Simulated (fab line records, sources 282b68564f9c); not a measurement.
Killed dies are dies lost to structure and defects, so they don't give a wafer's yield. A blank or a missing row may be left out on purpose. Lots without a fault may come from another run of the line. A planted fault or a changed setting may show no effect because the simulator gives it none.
A sampling plan put to the test | flow rit_cmos | one fab line, 10 faults that these records tell of, each judged on the records of the lots that it struck; 1 more is left out, because the records don't allow judging it
The plan is the line's own looks: the steps of the route at which a gauge or an inspection reads the wafer and doesn't change it. A look can be judged if struck wafers have a number there and the file gives its usual mean and standard deviation on fault-free wafers. Caught: at a look after the fault's first step, the mean of the struck wafers lies 4 or more of those standard deviations (sigma) from the usual mean. On the tool: the same test on the tool's own readings at the fault's steps. Another recipe on the struck wafers, or a record that is blank for them alone, also counts as caught.

THE FAULTS, as the simulator had put them in
1. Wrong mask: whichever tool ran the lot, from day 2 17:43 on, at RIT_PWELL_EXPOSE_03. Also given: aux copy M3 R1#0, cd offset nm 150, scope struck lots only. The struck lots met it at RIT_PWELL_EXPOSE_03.
2. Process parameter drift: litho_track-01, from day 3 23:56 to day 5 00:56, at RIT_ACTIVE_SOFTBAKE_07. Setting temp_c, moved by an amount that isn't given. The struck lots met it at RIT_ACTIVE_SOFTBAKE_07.
3. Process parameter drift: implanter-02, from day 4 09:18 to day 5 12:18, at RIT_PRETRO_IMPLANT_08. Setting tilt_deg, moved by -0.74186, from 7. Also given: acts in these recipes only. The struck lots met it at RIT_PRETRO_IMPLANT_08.
4. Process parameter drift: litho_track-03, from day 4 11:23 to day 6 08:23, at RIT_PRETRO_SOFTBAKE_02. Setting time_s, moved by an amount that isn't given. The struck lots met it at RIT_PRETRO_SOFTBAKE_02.
5. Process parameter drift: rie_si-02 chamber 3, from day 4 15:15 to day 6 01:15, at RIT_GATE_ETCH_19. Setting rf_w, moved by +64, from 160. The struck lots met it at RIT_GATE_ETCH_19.
6. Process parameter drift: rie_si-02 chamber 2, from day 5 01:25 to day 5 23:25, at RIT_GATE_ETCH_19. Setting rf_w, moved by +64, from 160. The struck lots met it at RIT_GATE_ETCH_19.
7. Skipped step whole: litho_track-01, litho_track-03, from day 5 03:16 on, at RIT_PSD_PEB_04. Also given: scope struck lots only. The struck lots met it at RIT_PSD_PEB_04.
8. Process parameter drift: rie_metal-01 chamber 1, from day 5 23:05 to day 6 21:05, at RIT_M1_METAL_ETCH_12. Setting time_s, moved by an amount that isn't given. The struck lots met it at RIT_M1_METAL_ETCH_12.
9. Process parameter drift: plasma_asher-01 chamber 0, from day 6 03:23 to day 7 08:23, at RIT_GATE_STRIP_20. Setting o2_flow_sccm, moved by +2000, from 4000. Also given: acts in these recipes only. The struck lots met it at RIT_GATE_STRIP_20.
10. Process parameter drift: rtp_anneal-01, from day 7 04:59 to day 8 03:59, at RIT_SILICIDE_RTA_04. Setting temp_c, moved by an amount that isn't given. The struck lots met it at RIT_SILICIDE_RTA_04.

WHAT THE PLAN SAW
fault | on the tool itself                 | first look that catches it     | reading, sigma | median hours from its first step to that look | hours from the fault's start to the first struck lot there | judged looks passed uncaught
1     | under 2 sigma                      | no look after it can be judged | -              | -                                             | -                                                          | 0
2     | heater_power_total_W +32 sigma     | no look after it can be judged | -              | -                                             | -                                                          | 0
3     | tilt_deg -41 sigma                 | no look after it can be judged | -              | -                                             | -                                                          | 0
4     | run_length_s -46 sigma             | no look after it can be judged | -              | -                                             | -                                                          | 0
5     | rf_fwd_power_W +99 or beyond sigma | no look after it can be judged | -              | -                                             | -                                                          | 0
6     | rf_fwd_power_W +99 or beyond sigma | no look after it can be judged | -              | -                                             | -                                                          | 0
7     | no reading that can be judged      | no look after it can be judged | -              | -                                             | -                                                          | 0
8     | run_length_s -40 sigma             | no look after it can be judged | -              | -                                             | -                                                          | 0
9     | o2_flow_sccm +99 or beyond sigma   | no look after it can be judged | -              | -                                             | -                                                          | 0
10    | wafer_temp_C_max +79 sigma         | no look after it can be judged | -              | -                                             | -                                                          | 0
A dash: the fault isn't caught, or these records don't give the number.

Caught at a look: 0 of 10. Caught on the tool: 8 of 10. By one or the other: 8 of 10.
Caught on the tool alone: faults 2, 3, 4, 5, 6, 8, 9, 10.
Caught by neither: faults 1, 7.
